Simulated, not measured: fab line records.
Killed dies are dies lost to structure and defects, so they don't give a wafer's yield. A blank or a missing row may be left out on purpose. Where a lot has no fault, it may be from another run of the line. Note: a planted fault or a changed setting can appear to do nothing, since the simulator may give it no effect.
A lot that was struck, set against a sound lot -- flow ritCmos -- 15 steps out of a route of 202
Sound: the wafers L372.3, L372.5, L372.6. Struck: wafers L378.4, L378.6. (L378.1 of the same lot was not struck and is left out.) The cause comes at the end.
Each step with rows lists, per side, the tool, then ch with its chambers, then its first start. Under that, the readings that differ: sound wafers -- struck wafers -- difference of the means -- sigmas: that difference in standard deviations of wafers without a fault.
alike: same words and numbers on both sides, and readings whose means sit less than 2 such deviations apart. not compared: any withheld reading, any reading some wafer has no value for, any bound like >300 that may hide the same value, and any number with overlapping values for which the record gives no deviation.
Wherever a step has rows on one side only, a row that says differs or no value, or a row with sigmas, the two part there. Numbers that have no deviation but don't overlap get no sigmas and don't part them. A reading missing from all wafers of one side parts the sides only when that side holds two or more wafers.

RIT_GATE_THK_MEAS_07:
  sound on filmMetro-01, day 4 07:55; struck on filmMetro-01, day 5 12:20
  alike: GATE_OXIDE_THK
then, 1 step without rows for these wafers: RIT_GATE_CVD_08 (deposits poly-Si from SiH4, target thk 250 nm, time 2220 s).
RIT_GATE_THK_MEAS_09:
  sound on filmMetro-02, day 4 09:35; struck on filmMetro-01, day 5 14:01
  alike: GATE_POLY_THK
then, 6 steps without rows for these wafers: RIT_GATE_HMDS_10 (prime time 60 s); RIT_GATE_COAT_11 (resist thk 850 nm); RIT_GATE_SOFTBAKE_12 (time 60 s); RIT_GATE_EXPOSE_13 (exposes mask M6, target cd 150 nm); RIT_GATE_PEB_14; RIT_GATE_DEVELOP_15 (develop time 50 s).
RIT_GATE_CD_MEAS_16: the cd target is 150 nm.
  sound on cdSem-01, day 4 10:39; struck on cdSem-02, day 5 15:07
reading,sound,struck,difference,sigmas
cdNm (nm),147.0 150.0 151.3,153.3 155.3,+4.9,+2
RIT_GATE_OVL_MEAS_17:
  sound on overlay-02, day 4 10:44; struck on overlay-02, day 5 15:14
  alike: GATE_OVL
then, 1 step without rows for these wafers: RIT_GATE_HARDBAKE_18 (time 60 s).
RIT_GATE_ETCH_19: etches poly-Si in SF6/CHF3/O2, stops on SiO2, time 165 s, target depth 312.5 nm.
  sound on rieSi-02 ch 1,2, day 4 10:55; struck on rieSi-02 ch 2, day 5 15:25
reading,sound,struck,difference,sigmas
rfFwdPowerW (W),159.7 159.6 159.4,185.0 185.5,+25.7,+54
model.NOVOLAK_of_GATE_COAT_11.thkNm (nm),668.6 668.1 669,652.3 651.4,-16.7,
  alike: drypumpMotorCurrentA, oesProductAu, throttleValvePct
  not compared: rfHoursCounterH
RIT_GATE_STRIP_20: strips in O2, time 180 s.
  sound on plasmaAsher-01 ch 0,1, day 4 11:05; struck on plasmaAsher-01 ch 0, day 5 15:32
  alike: drypumpMotorCurrentA
  not compared: rfHoursCounterH
RIT_M1_PROBE_99:
  sound on prober-01, day 5 07:20; struck on prober-02, day 6 11:37
reading,sound,struck,difference,sigmas
model.etest.pmosTurned.rOnOhmUm,3376 3404 3503,3170 3193,-246,
model.etest.pmos_0p3.rOnOhmUm,6252 6309 6432,6166 6076,-210,
model.etest.pmos_0p15.rOnOhmUm,2729 2784 2865,2603 2622,-180,
model.etest.pmos_0p15.driveUaUm,262.6 257.9 250.6,277.3 276.5,+19.9,
model.etest.pmosTurned.driveUaUm,197 198.3 193.8,216.9 212.4,+18.3,
model.etest.pwellPinched.rsOhmSq,467.8 466.6 466.1,484 481.7,+16,
model.etest.nwellPinched.rsOhmSq,344.6 343.4 347.6,348.3 350.8,+4.4,
  alike: killedAtFrontEnd, killedDies, killedOpen, killedShort
  not compared: model.etest.nmos_0p15.driveUaUm

## WHERE THEY PART
At RIT_GATE_CD_MEAS_16 first; at RIT_GATE_ETCH_19 last (within this record only). Later steps at which nothing parts them and some readings are alike: RIT_GATE_STRIP_20, RIT_M1_PROBE_99.

WHY: what had been put in by the simulator
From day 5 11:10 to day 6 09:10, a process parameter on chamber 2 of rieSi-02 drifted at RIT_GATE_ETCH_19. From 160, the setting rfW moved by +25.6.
